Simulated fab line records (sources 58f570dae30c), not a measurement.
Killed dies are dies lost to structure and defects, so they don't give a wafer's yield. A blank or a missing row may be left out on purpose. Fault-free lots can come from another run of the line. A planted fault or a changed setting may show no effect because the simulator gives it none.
2 desks looking at one fault / flow berkeley_cmos170 / each desk holds nothing but its own numbers, with what lay behind them at the end

== THE TOOL OWNER'S DESK: lpcvd-02 ==
The tool's own readings at UCB170_CONTACT_CVD_01 (deposits PSG from SiH4/O2/PH3, target thk 700 nm, time 2820 s): means of the sampled wafers that have a number, for each lot that ran on this tool. Any lot whose mean is over 4 standard deviations away from the usual mean is out of limits and marked OUT; that distance is given in the brackets.
Columns: A = pressure_mtorr at UCB170_CONTACT_CVD_01, usual 299.9 mTorr
lot=L549; first seen here=day 7 08:09; A=299.9
lot=L550; first seen here=day 7 09:56; A=299.4
lot=L552; first seen here=day 8 06:52; A=299.9
lot=L553; first seen here=day 8 12:35; A=300.1
lot=L558; first seen here=day 9 09:36; A=300.3
lot=L563; first seen here=day 10 17:11; A=299.8
Result from this desk: across the 6 lots, nothing is out of limits.

== METROLOGY DESK ==
Lot by lot, what the gauges showed, no matter which tool ran the lot: averages of those sampled wafers that carry a number. Any lot whose mean is over 4 standard deviations away from the usual mean is out of limits and marked OUT; that distance is given in the brackets.
Columns: A = CONTACT_PSG_THK at UCB170_CONTACT_THK_MEAS_02, usual 702 nm; B = cd_nm at UCB170_M1_CD_MEAS_09, usual 700.5 nm
lot=L549; first seen here=day 7 09:56; A=698; B=699.6
lot=L550; first seen here=day 7 11:43; A=709; B=701.4
lot=L552; first seen here=day 8 08:40; A=702; B=701.9
lot=L551; first seen here=day 8 08:53; A=701; B=701.6
lot=L553; first seen here=day 8 14:23; A=699; B=698.3
lot=L556; first seen here=day 9 11:10; A=700; B=701.0
lot=L557; first seen here=day 9 11:11; A=703; B=700.4
lot=L558; first seen here=day 9 11:23; A=877 (+31) OUT; B=700.3
lot=L555; first seen here=day 9 12:57; A=707; B=702.1
lot=L560; first seen here=day 9 16:32; A=703; B=698.7
lot=L563; first seen here=day 10 18:59; A=878 (+31) OUT; B=699.1
lot=L562; first seen here=day 10 19:32; A=705; B=699.4
lot=L569; first seen here=day 11 21:06; A=719; B=698.5
lot=L572; first seen here=day 12 07:53; A=695; B=703.7
This desk finds L558, L563 out of limits, with the earliest case on L558 at day 9 11:23 (CONTACT_PSG_THK at UCB170_CONTACT_THK_MEAS_02). L549, L550, L552, L551, L553, L556, L557, L555, L560, L562, L569, L572 stayed within limits.

== PUT TOGETHER ==
L558, L563 would have let the metrology desk raise an alarm at day 9 11:23.
The tool owner's desk saw nothing out of limits.
The tool owner's desk has L558, L563 on record, within its limits.
All the named lots went through UCB170_CONTACT_CVD_01 on lpcvd-02.

== WHAT HAD BEEN PUT IN BY THE SIMULATOR ==
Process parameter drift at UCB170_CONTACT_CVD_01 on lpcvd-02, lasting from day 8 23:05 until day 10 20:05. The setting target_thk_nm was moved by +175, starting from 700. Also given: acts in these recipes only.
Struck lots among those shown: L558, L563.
Hours from the fault's start to each desk's first reading out of limits: the metrology desk, 12.
